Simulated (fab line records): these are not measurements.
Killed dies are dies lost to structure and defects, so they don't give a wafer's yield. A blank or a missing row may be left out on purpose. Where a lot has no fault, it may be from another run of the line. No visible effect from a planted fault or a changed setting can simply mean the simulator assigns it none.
Struck lot and sound lot, side by side || flow rit cmos || 27 out of 202 route steps
Sound: these wafers, L204.1, L204.3, L204.4. Wafers struck: L221.2, L221.3, L221.5. Last of all comes the cause.
Each step with rows lists, per side, the tool, then ch with its chambers, then its first start. Under that, the readings that differ: sound wafers || struck wafers || difference of the means || sigmas: that difference in standard deviations of wafers without a fault.
alike: words and numbers the same on both sides, and readings whose means are apart by under 2 such deviations; not compared: readings that were withheld, readings missing a value for some wafer, numbers with overlapping values and no deviation given by the record, and bounds like >300 which may hide the same value.
Wherever a step has rows on one side only, a row that says differs or no value, or a row with sigmas, the two part there. Numbers that don't overlap but have no deviation are shown without sigmas and don't part them. A reading that every wafer of one side lacks parts them only if that side has two wafers or more.

RIT_ACTIVE_BOW_MEAS_00:
  sound on film metro-01 at day 1 10:00; struck on film metro-02 at day 4 23:01
  alike: INCOMING_BOW
then, 1 step without rows for these wafers: RIT_ACTIVE_OXIDATION_01 (target thk 46.8 nm, ox time 3360 s).
RIT_ACTIVE_THK_MEAS_02:
  sound on film metro-01 at day 1 12:03; struck on film metro-01 at day 5 01:33
  alike: ACTIVE_OXIDE_THK
RIT_ACTIVE_CVD_03: deposits Si3N4 from SiH2Cl2/NH3, target thk 150 nm, time 1500 s.
  sound on lpcvd-02 ch 1, day 1 12:07; struck on lpcvd-02 ch 1, day 5 01:36
{"reading": "spike tc centre C (C)", "sound": "813.1 813.1 812.8", "struck": "805.3 805.6 806.1", "difference": -7.3, "sigmas": -7}
{"reading": "spike tc source C (C)", "sound": "829.2 827.9 829.5", "struck": "822.9 822.3 823.7", "difference": -5.9, "sigmas": -4}
{"reading": "susceptor temp C (C)", "sound": "809.7 809.7 810.0", "struck": "802.8 802.8 802.6", "difference": -7.1, "sigmas": -22}
{"reading": "model.Si3N4_of_ACTIVE_CVD_03.thk nm (nm)", "sound": "151 150.9 149.8", "struck": "135.7 134 134.3", "difference": -15.9, "sigmas": ""}
  alike: spike tc load C
RIT_ACTIVE_THK_MEAS_04:
  sound on film metro-02 at day 1 13:32; struck on film metro-02 at day 5 03:02
{"reading": "ACTIVE_NITRIDE_THK (nm)", "sound": "151.0 150.8 149.7", "struck": "135.8 133.9 134.3", "difference": -15.8, "sigmas": -11}
then, 6 steps without rows for these wafers: RIT_ACTIVE_HMDS_05 (prime time 60 s); RIT_ACTIVE_COAT_06 (resist thk 1000 nm); RIT_ACTIVE_SOFTBAKE_07 (time 60 s); RIT_ACTIVE_EXPOSE_08 (exposes mask M1, target cd 1400 nm); RIT_ACTIVE_PEB_09; RIT_ACTIVE_DEVELOP_10 (develop time 50 s).
RIT_ACTIVE_CD_MEAS_11: target cd 1400 nm.
  sound on cd sem-01 at day 1 14:26; struck on cd sem-02 at day 5 04:05
  alike: cd nm
then, 1 step without rows for these wafers: RIT_ACTIVE_HARDBAKE_12 (time 60 s).
RIT_ACTIVE_ETCH_13: etches Si3N4 in SF6, stops on SiO2, time 210 s, target depth 210 nm.
  sound on rie diel-03 ch 0,1,3, day 1 14:43; struck on rie diel-01 ch 0,2, day 5 04:20
{"reading": "oes product au (a.u.)", "sound": "0.812 0.831 0.821", "struck": "0.786 0.795 0.801", "difference": -0.027, "sigmas": -2}
{"reading": "model.ACTIVE.feature depth nm (nm)", "sound": "151 150.9 149.8", "struck": "135.7 134 134.3", "difference": -15.9, "sigmas": ""}
{"reading": "model.etch.depth nm (nm)", "sound": "151 150.9 149.8", "struck": "135.7 134 134.3", "difference": -15.9, "sigmas": ""}
  alike: drypump motor current A, throttle valve pct
  not compared: rf hours counter h
RIT_ACTIVE_STRIP_14: strips in O2, time 180 s.
  sound on plasma asher-04 ch 0,1, day 1 14:50; struck on plasma asher-01 ch 0,1, day 5 04:28
  alike: drypump motor current A
  not compared: rf hours counter h
RIT_ACTIVE_CD_MEAS_90: target cd 1400 nm.
  sound on cd sem-01 at day 1 15:01; struck on cd sem-02 at day 5 04:39
  alike: cd nm
then, 4 steps without rows for these wafers: RIT_ACTIVE_CLEAN_15 (cleans in SC1, time 600 s); RIT_ACTIVE_CLEAN_16 (cleans in dHF, time 30 s); RIT_ACTIVE_CLEAN_17 (cleans in SC2, time 600 s); RIT_FOX1_OXIDATION_00 (target thk 350.7 nm, ox time 1130 s).
RIT_FOX1_THK_MEAS_01:
  sound on film metro-03 at day 1 18:27; struck on film metro-04 at day 5 06:29
  alike: FOX1_OXIDE_THK
then, 2 steps without rows for these wafers: RIT_FOX1_WET_ETCH_02 (etches SiO2 in BOE, target depth 350 nm, time 390 s); RIT_FOX2_OXIDATION_00 (target thk 350.7 nm, ox time 1130 s).
RIT_FOX2_THK_MEAS_01:
  sound on film metro-03 at day 1 19:57; struck on film metro-04 at day 5 07:59
  alike: FOX2_OXIDE_THK
RIT_FOX2_CLEAN_02: cleans in dHF, time 180 s.
  sound on wet bench-04 ch 1, day 1 20:01; struck on wet bench-02 ch 1, day 5 08:02
{"reading": "model.Si3N4_of_ACTIVE_CVD_03.thk nm (nm)", "sound": "131.8 131.7 130.6", "struck": "116.5 114.8 115.1", "difference": -15.9, "sigmas": ""}
then, 1 step without rows for these wafers: RIT_FOX2_WET_ETCH_03 (etches Si3N4 in H3PO4, target depth 195 nm, time 2700 s).
RIT_M1_PROBE_99:
  sound on prober-01 at day 3 19:48; struck on prober-01 at day 7 00:51
{"reading": "model.etest.pldd.width nm (nm)", "sound": "3128 3158 3142", "struck": "3168 3163 3172", "difference": "+25", "sigmas": ""}
  alike: killed at contacts, killed at front end, killed dies, killed on rim, killed open, killed short
  not compared: model.etest.nldd.width nm

== WHERE THEY PART ==
First at RIT_ACTIVE_CVD_03; last, within this record, at RIT_ACTIVE_ETCH_13. Later steps at which nothing parts them and some readings are alike: RIT_ACTIVE_STRIP_14, RIT_ACTIVE_CD_MEAS_90, RIT_FOX1_THK_MEAS_01, RIT_FOX2_THK_MEAS_01, RIT_M1_PROBE_99.

WHY: what had been put in by the simulator
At RIT_ACTIVE_CVD_03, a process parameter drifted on lpcvd-02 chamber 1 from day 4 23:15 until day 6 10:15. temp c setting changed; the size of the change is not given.
